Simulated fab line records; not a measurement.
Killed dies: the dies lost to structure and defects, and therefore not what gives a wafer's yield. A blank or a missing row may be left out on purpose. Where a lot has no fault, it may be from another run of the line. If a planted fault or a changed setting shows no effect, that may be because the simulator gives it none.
Split-lot study -- flow rit-cmos -- on a route of 202 steps: 5 lots, 23 wafers read

## ABOUT THE SPLIT
At RIT_PRETRO_COAT_01 (resist thk 1300 nm), the setting spin-rpm was moved away from the recipe's 2000 rpm on 6 of the 23 wafers read, by +2.6% to +2.6%. All remaining wafers had this setting at the recipe value.

## FROM THE SPLIT TO THE READING: what the file shows between them, 3 steps
- RIT_PRETRO_SOFTBAKE_02: time 62.32 s
- RIT_PRETRO_EXPOSE_03: exposes mask M5, target cd 43700 nm
- RIT_PRETRO_DEVELOP_05: develop time 68 s

## THE READING
NOVOLAK_of_PRETRO_COAT_01.thk-nm (the simulator's own value, which no gauge read), in nm, at RIT_PRETRO_HARDBAKE_07 (time 120 s). The file does not state a usual value for it. Across the 17 wafers here that went through the recipe, the average is 1138 nm and the standard deviation 2 nm.

wafer,"tool, chamber at the split","spin-rpm as run, rpm",against the recipe,"NOVOLAK_of_PRETRO_COAT_01.thk-nm, nm",against lot-mates on the recipe
L076.2,"litho-track-02, 0",2052,+2.6%,1121,-16
L076.3,"litho-track-02, 0",2052,+2.6%,1119,-18
L076.4,"litho-track-02, 0",2052,+2.6%,1120,-16
L076.5,"litho-track-02, 0",2000,recipe,1137,-
L076.6,"litho-track-02, 0",2000,recipe,1136,-
L077.2,"litho-track-02, 0",2000,recipe,1138,-
L077.4,"litho-track-02, 0",2000,recipe,1136,-
L077.6,"litho-track-02, 0",2000,recipe,1137,-
L080.1,"litho-track-04, 0",2051,+2.6%,1125,-12
L080.2,"litho-track-04, 0",2000,recipe,1140,-
L080.3,"litho-track-04, 0",2051,+2.6%,1124,-14
L080.5,"litho-track-04, 0",2051,+2.6%,1124,-14
L080.4,"litho-track-04, 0",2000,recipe,1135,-
L081.1,"litho-track-04, 0",2000,recipe,1139,-
L081.5,"litho-track-04, 0",2000,recipe,1139,-
L081.3,"litho-track-04, 0",2000,recipe,1137,-
L081.6,"litho-track-04, 0",2000,recipe,1137,-
L081.4,"litho-track-04, 0",2000,recipe,1141,-
L083.1,"litho-track-03, 0",2000,recipe,1138,-
L083.2,"litho-track-03, 0",2000,recipe,1133,-
L083.3,"litho-track-03, 0",2000,recipe,1140,-
L083.6,"litho-track-03, 0",2000,recipe,1140,-
L083.5,"litho-track-03, 0",2000,recipe,1139,-

THE FIT
A straight line over all 23 wafers: NOVOLAK_of_PRETRO_COAT_01.thk-nm changes by -6.07 nm for each +1% of spin-rpm; r = -0.96; the points scatter about the line by 2.1 nm.
The same after taking each lot's own level away (the mean of its wafers on the recipe; 23 wafers): -5.77 nm for each +1%; r = -0.96; scatter 1.9 nm.
On that fit, the largest move of spin-rpm shifts the reading by 15 nm.
The lots' own levels span 1136.5 to 1138.6 nm, that is 1.0 times the standard deviation above.
The two slopes agree, so the slope changes little with the lot-to-lot level.
Check: for one of the wafers moved furthest among these (+2.6%), held out of the fit, the line's prediction against its lot-mates is -14.9 nm. Against them it came out at -15.5 nm.

## THE OTHER SPLITS THESE WAFERS WENT THROUGH
Before the reading, these wafers also passed through other splits. Each is held against what the fit with the lots' levels taken away leaves over:
other split on the same wafers,wafers away from the commonest value,r with NOVOLAK_of_PRETRO_COAT_01.thk-nm (lot level and that fit taken away)
RIT_ACTIVE_CVD_03 sih2cl2-flow-sccm,18,-0.28
RIT_ACTIVE_CLEAN_15 time-s,15,-0.14
RIT_NWELL_COAT_01 resist-thk-nm,8,+0.16
RIT_NWELL_IMPLANT_08 dose-cm2,7,+0.22
RIT_PWELL_COAT_01 spin-rpm,9,-0.11
RIT_PWELL_DEVELOP_05 dev-temp-c,7,-0.25
RIT_NRETRO_SOFTBAKE_02 temp-c,7,+0.03

## THE WHOLE CHAIN: every reading that the file lists as answering this split, in the file's order
step,what it does,reading,change (the file's fit),r (the file's)
RIT_PRETRO_COAT_01,resist thk 1300 nm,"NOVOLAK_of_PRETRO_COAT_01.thk-nm (the simulator's own value, which no gauge read)",-6.84 nm for each +1% of the setting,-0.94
RIT_PRETRO_HARDBAKE_07,time 120 s,"NOVOLAK_of_PRETRO_COAT_01.thk-nm (the simulator's own value, which no gauge read)",-5.89 nm for each +1% of the setting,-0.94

## THE FILE'S OWN FIT
NOVOLAK_of_PRETRO_COAT_01.thk-nm changes by -5.89 nm for each +1% of spin-rpm, r = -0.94.
